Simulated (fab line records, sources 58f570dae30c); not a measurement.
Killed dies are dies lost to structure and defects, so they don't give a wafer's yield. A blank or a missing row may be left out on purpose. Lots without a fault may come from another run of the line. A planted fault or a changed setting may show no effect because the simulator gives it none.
Which tool did it? | flow berkeley_cmos170 | 14 lots, 42 wafers sampled, at 5 steps of a route of 331

WHAT THE GAUGES READ, wafer by wafer
UCB170_M1_CD_MEAS_09: target cd 700 nm. Usual: cd_nm 699.8 nm, standard deviation 1.5.
lot  | measured     | on        | cd_nm (nm)        | flag
L816 | day 6 23:07  | cd_sem-01 | 699.7 699.6 699.8 |
L817 | day 7 01:34  | cd_sem-02 | 699.9 699.8 699.0 |
L815 | day 7 01:51  | cd_sem-02 | 699.1 699.1 698.5 |
L814 | day 7 02:14  | cd_sem-01 | 704.0 703.1 701.6 |
L820 | day 7 18:50  | cd_sem-02 | 700.7 700.3 699.5 |
L819 | day 7 21:39  | cd_sem-01 | 699.4 699.3 701.5 |
L822 | day 8 03:28  | cd_sem-02 | 698.5 698.0 698.8 |
L821 | day 8 04:01  | cd_sem-01 | 699.6 698.8 698.4 |
L823 | day 8 20:05  | cd_sem-02 | 697.6 697.2 696.8 |
L825 | day 8 20:24  | cd_sem-01 | 702.0 698.3 700.1 |
L824 | day 8 20:39  | cd_sem-01 | 700.2 699.4 699.6 |
L828 | day 10 00:08 | cd_sem-01 | 698.5 698.9 700.0 |
L830 | day 10 11:08 | cd_sem-01 | 700.2 701.7 700.4 |
L836 | day 11 11:02 | cd_sem-02 | 697.3 696.9 697.2 |

UCB170_M1_CD_MEAS_90: target cd 700 nm. Usual: cd_nm 700.6 nm, standard deviation 2.1.
lot  | measured     | on        | cd_nm (nm)        | flag
L816 | day 6 23:34  | cd_sem-02 | 702.7 701.6 702.6 |
L817 | day 7 02:01  | cd_sem-01 | 698.4 699.6 698.2 |
L815 | day 7 02:30  | cd_sem-01 | 700.7 700.6 699.5 |
L814 | day 7 02:40  | cd_sem-02 | 707.4 704.2 705.6 |
L820 | day 7 19:16  | cd_sem-02 | 698.7 698.6 698.4 |
L819 | day 7 22:05  | cd_sem-02 | 699.6 699.0 700.4 |
L822 | day 8 03:55  | cd_sem-02 | 696.3 698.3 701.7 |
L821 | day 8 04:26  | cd_sem-01 | 702.5 701.0 699.7 |
L823 | day 8 20:39  | cd_sem-02 | 698.2 698.8 698.2 |
L825 | day 8 20:50  | cd_sem-02 | 703.4 700.7 699.9 |
L824 | day 8 21:05  | cd_sem-01 | 696.9 698.6 697.7 |
L828 | day 10 00:34 | cd_sem-01 | 688.6 690.9 687.8 | OFF
L830 | day 10 11:37 | cd_sem-01 | 692.1 692.4 690.4 | OFF
L836 | day 11 11:28 | cd_sem-02 | 699.6 698.2 699.3 |

UCB170_V1_THK_MEAS_04. Usual: V1_POLISHED_THK 999.7 nm, standard deviation 0.93.
lot  | measured     | on            | V1_POLISHED_THK (nm) | flag
L816 | day 7 03:34  | film_metro-02 | 998.0 1000.2 997.8   |
L817 | day 7 06:34  | film_metro-01 | 1000.3 999.4 999.4   |
L815 | day 7 06:36  | film_metro-02 | 1000.9 998.7 999.2   |
L814 | day 7 06:53  | film_metro-02 | 1000.9 1000.6 1001.3 |
L820 | day 8 02:07  | film_metro-04 | 1000.1 1000.1 998.9  |
L819 | day 8 02:25  | film_metro-04 | 999.4 998.9 1000.6   |
L822 | day 8 11:22  | film_metro-02 | 999.3 999.2 999.4    |
L821 | day 8 11:22  | film_metro-01 | 998.6 999.3 998.7    |
L823 | day 9 01:44  | film_metro-04 | 999.8 999.3 998.8    |
L825 | day 9 02:02  | film_metro-01 | 1002.2 999.0 998.4   |
L824 | day 9 02:19  | film_metro-04 | 1000.0 1000.1 999.6  |
L828 | day 10 05:24 | film_metro-04 | 998.7 999.4 999.5    |
L830 | day 10 17:07 | film_metro-02 | 999.1 998.9 998.8    |
L836 | day 11 14:09 | film_metro-01 | 998.9 999.0 1001.0   |

WHICH TOOL RAN EACH LOT (tool, then ch and the chambers of the sampled wafers, then the start)
lot  | UCB170_M1_METAL_ETCH_12           | UCB170_M1_STRIP_13
L816 | rie_metal-03 ch 0,1, day 6 23:19  | plasma_asher-01 ch 0,1, day 6 23:28
L817 | rie_metal-04 ch 0,1, day 7 01:46  | plasma_asher-02 ch 0,1, day 7 01:55
L815 | rie_metal-02 ch 0, day 7 02:03    | plasma_asher-02 ch 0,1, day 7 02:24
L814 | rie_metal-03 ch 0,1, day 7 02:25  | plasma_asher-04 ch 0,1, day 7 02:32
L820 | rie_metal-04 ch 0,1, day 7 19:02  | plasma_asher-02 ch 0,1, day 7 19:10
L819 | rie_metal-04 ch 0,1, day 7 21:52  | plasma_asher-01 ch 0,1, day 7 21:59
L822 | rie_metal-02 ch 0,1, day 8 03:39  | plasma_asher-01 ch 0,1, day 8 03:47
L821 | rie_metal-03 ch 0,1, day 8 04:11  | plasma_asher-04 ch 0,1, day 8 04:19
L823 | rie_metal-03 ch 0, day 8 20:20    | plasma_asher-02 ch 0,1, day 8 20:33
L825 | rie_metal-02 ch 0,1, day 8 20:35  | plasma_asher-01 ch 0,1, day 8 20:43
L824 | rie_metal-04 ch 0,1, day 8 20:51  | plasma_asher-02 ch 0,1, day 8 20:59
L828 | rie_metal-02 ch 0,1, day 10 00:20 | plasma_asher-04 ch 0,1, day 10 00:28
L830 | rie_metal-02 ch 0,1, day 10 11:19 | plasma_asher-02 ch 0,1, day 10 11:30
L836 | rie_metal-03 ch 0,1, day 11 11:14 | plasma_asher-04 ch 0,1, day 11 11:22
- UCB170_M1_METAL_ETCH_12: etches Al in Cl2/BCl3, stops on PSG, target depth 780 nm, time 130 s.
- UCB170_M1_STRIP_13: strips in O2.

WHAT THE TOOLS THEMSELVES READ (means of the sampled wafers that have a number; where no wafer has one, the mark that the record gives instead)
UCB170_M1_METAL_ETCH_12. Usual: drypump_motor_current_A 5.8 A, standard deviation 0.38; oes_product_au 0.857 a.u., standard deviation 0.016; throttle_valve_pct 24.49 %, standard deviation 0.26.
lot  | tool         | drypump_motor_current_A (A) | oes_product_au (a.u.) | throttle_valve_pct (%) | flag
L816 | rie_metal-03 | 5.7                         | 0.843                 | 24.50                  |
L817 | rie_metal-04 | 5.9                         | 0.877                 | 24.13                  |
L815 | rie_metal-02 | 5.7                         | 0.851                 | 24.87                  |
L814 | rie_metal-03 | 5.7                         | 0.848                 | 24.50                  |
L820 | rie_metal-04 | 6.0                         | 0.881                 | 24.14                  |
L819 | rie_metal-04 | 5.9                         | 0.875                 | 24.14                  |
L822 | rie_metal-02 | 6.2                         | 0.864                 | 24.60                  |
L821 | rie_metal-03 | 5.6                         | 0.837                 | 24.50                  |
L823 | rie_metal-03 | 5.9                         | 0.829                 | 24.56                  |
L825 | rie_metal-02 | 6.2                         | 0.864                 | 24.61                  |
L824 | rie_metal-04 | 5.8                         | 0.874                 | 24.29                  |
L828 | rie_metal-02 | 6.1                         | 0.868                 | 24.61                  |
L830 | rie_metal-02 | 6.2                         | 0.855                 | 24.61                  |
L836 | rie_metal-03 | 5.4                         | 0.835                 | 24.46                  |

UCB170_M1_STRIP_13. Usual: drypump_motor_current_A 5.6 A, standard deviation 0.61; oes_product_au 0.722 a.u., standard deviation 0.0045.
lot  | tool            | drypump_motor_current_A (A) | oes_product_au (a.u.) | flag
L816 | plasma_asher-01 | 5.1                         | 0.725                 |
L817 | plasma_asher-02 | 6.4                         | 0.725                 |
L815 | plasma_asher-02 | 6.4                         | 0.721                 |
L814 | plasma_asher-04 | 5.5                         | 0.722                 |
L820 | plasma_asher-02 | 6.4                         | 0.722                 |
L819 | plasma_asher-01 | 5.1                         | 0.721                 |
L822 | plasma_asher-01 | 5.1                         | 0.719                 |
L821 | plasma_asher-04 | 5.5                         | 0.719                 |
L823 | plasma_asher-02 | 6.0                         | 0.722                 |
L825 | plasma_asher-01 | 5.1                         | 0.724                 |
L824 | plasma_asher-02 | 6.0                         | 0.721                 |
L828 | plasma_asher-04 | 5.5                         | 0.605                 | OFF
L830 | plasma_asher-02 | 6.4                         | 0.598                 | OFF
L836 | plasma_asher-04 | 5.5                         | 0.725                 |

THE ANSWER, worked out from the rows above alone
Rule: a lot is off if the mean of its wafers that have a number lies more than 3 standard deviations from the usual mean. A lot without any number at a reading at which 4 lots or more have one is off too. The other lots that the step has rows for count as sound. The gauges are gone through in route order, then the tools' own readings, and for those a lot's mean is taken as printed above. The first step at which some lot is off is used, and at that step the reading that is off furthest; a lot without a number counts as furthest.
Off: L828, L830, at UCB170_M1_CD_MEAS_90 (cd_nm).
A tool fits if, at a process step before that reading, it ran every lot that is off, and no sound lot after the first of them. The gauges at UCB170_M1_CD_MEAS_90 aren't tried: what is off there is off at UCB170_M1_STRIP_13 too, on other tools, and a gauge's error can't cause that. One fits: rie_metal-02 at UCB170_M1_METAL_ETCH_12. Its last sound lot is L825 (day 8 20:35), its first lot that is off L828 (day 10 00:20): a fault that began between those two fits.

WHAT THE SIMULATOR HAD PUT IN
Process parameter drift: rie_metal-02, from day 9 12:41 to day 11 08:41, at UCB170_M1_METAL_ETCH_12. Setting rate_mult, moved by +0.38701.
Lots struck among those shown: L828, L830. The rule above found the same.
